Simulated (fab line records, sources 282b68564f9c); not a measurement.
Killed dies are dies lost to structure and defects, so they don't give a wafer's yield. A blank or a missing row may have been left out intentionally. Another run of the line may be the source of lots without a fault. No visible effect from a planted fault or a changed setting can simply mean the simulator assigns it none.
Which of the tools did it?    flow ritCmos    Sampling: 14 lots, 42 wafers, 3 of 202 route steps

WHAT THE GAUGES READ, wafer by wafer
RIT_PSD_TW_MEAS_10.
lot   measured     on            PSD_TW
L363  day 3 10:05  filmMetro-04  3417 3397 3395
L364  day 3 15:25  filmMetro-04  3416 3402 3424
L365  day 3 21:48  filmMetro-04  3576 3556 3582
L366  day 4 05:00  filmMetro-03  3478 3488 3482
L369  day 4 17:23  filmMetro-04  3573 3568 3566
L371  day 5 04:49  filmMetro-03  3472 3479 3466
L375  day 6 04:22  filmMetro-04  3415 3408 3423
L377  day 6 12:11  filmMetro-01  3406 3410 3412
L376  day 6 13:23  filmMetro-03  3501 3502 3502
L379  day 7 03:22  filmMetro-01  3414 3407 3421
L378  day 7 05:19  filmMetro-04  3402 3404 3407
L382  day 7 21:23  filmMetro-04  3410 3408 3407
L383  day 8 09:05  filmMetro-04  3414 3430 3434
L384  day 8 15:24  filmMetro-01  3428 3419 3414

RIT_SDANNEAL_RS_MEAS_04: a four-point-probe measurement.
lot   measured     on            PSD_RS (ohm/sq)
L363  day 3 10:35  filmMetro-03  115.48 115.70 115.67
L364  day 3 15:55  filmMetro-03  115.98 116.03 116.22
L365  day 3 22:19  filmMetro-01  107.34 107.75 107.60
L366  day 4 05:30  filmMetro-01  115.87 115.81 115.71
L369  day 4 17:53  filmMetro-01  107.88 107.56 107.60
L371  day 5 05:20  filmMetro-04  115.86 116.01 115.39
L375  day 6 04:53  filmMetro-04  115.45 115.81 115.87
L377  day 6 12:41  filmMetro-03  116.00 116.18 116.12
L376  day 6 13:53  filmMetro-03  116.02 115.97 115.79
L379  day 7 03:52  filmMetro-01  115.73 115.86 115.82
L378  day 7 05:47  filmMetro-01  115.92 116.35 116.04
L382  day 7 21:53  filmMetro-01  116.08 116.28 116.06
L383  day 8 09:35  filmMetro-03  115.66 115.76 116.01
L384  day 8 15:54  filmMetro-01  116.16 115.82 116.33

WHICH TOOL RAN EACH LOT (tool, then ch and the chambers of the sampled wafers, then the start)
lot   RIT_PSD_IMPLANT_08
L363  implanter-04 ch 0, day 3 09:46
L364  implanter-03 ch 0, day 3 15:07
L365  implanter-04 ch 0, day 3 21:10
L366  implanter-03 ch 0, day 4 04:41
L369  implanter-03 ch 0, day 4 16:46
L371  implanter-04 ch 0, day 5 04:31
L375  implanter-01 ch 0, day 6 04:04
L377  implanter-01 ch 0, day 6 11:52
L376  implanter-04 ch 0, day 6 13:04
L379  implanter-04 ch 0, day 7 03:04
L378  implanter-04 ch 0, day 7 04:59
L382  implanter-04 ch 0, day 7 21:05
L383  implanter-04 ch 0, day 8 08:46
L384  implanter-01 ch 0, day 8 15:05
- RIT_PSD_IMPLANT_08

AS READ BY THE TOOLS THEMSELVES (means over the sampled wafers that have a number; for cases with no such wafer, the mark the record gives instead)
RIT_PSD_IMPLANT_08.
lot   tool          beamEnergyKeV
L363  implanter-04  26.988
L364  implanter-03  26.999
L365  implanter-04  27.003
L366  implanter-03  27.004
L369  implanter-03  27.007
L371  implanter-04  26.997
L375  implanter-01  26.992
L377  implanter-01  27.003
L376  implanter-04  27.000
L379  implanter-04  27.007
L378  implanter-04  27.006
L382  implanter-04  26.993
L383  implanter-04  27.004
L384  implanter-01  27.010

THE ANSWER, worked out from the rows above alone
Rule: what is usual is taken from the lots themselves. Put in order of their means at a reading, lots are off if they are a third of the lots or fewer, leave a main group of 4 or more, and stand apart from it by a gap of 3 or more times the standard deviation of the main group's means; of several such gaps the widest counts. A main group whose means are all the same, to the digits that the tables above print for the reading, isn't used. Also off: a lot with no number at a reading for which 4 or more lots have one. Any other lot the step has rows for is counted as sound. Order of review: gauges by route order, followed by the tools' own readings, for which a lot's mean as printed above is used. The first step at which some lot is off is used, and at that step the reading that is off furthest; a lot without a number counts as furthest.
Off: at RIT_SDANNEAL_RS_MEAS_04 (PSD_RS), L365, L369. Main group: mean 115.91 ohm/sq, sd 0.18.
A tool fits if, at a process step before that reading, it ran every lot that is off, and no sound lot after the first of them. Gauges at RIT_SDANNEAL_RS_MEAS_04: tried the same way as those tools. No candidate that was tried fits.

WHAT THE SIMULATOR HAD INSERTED
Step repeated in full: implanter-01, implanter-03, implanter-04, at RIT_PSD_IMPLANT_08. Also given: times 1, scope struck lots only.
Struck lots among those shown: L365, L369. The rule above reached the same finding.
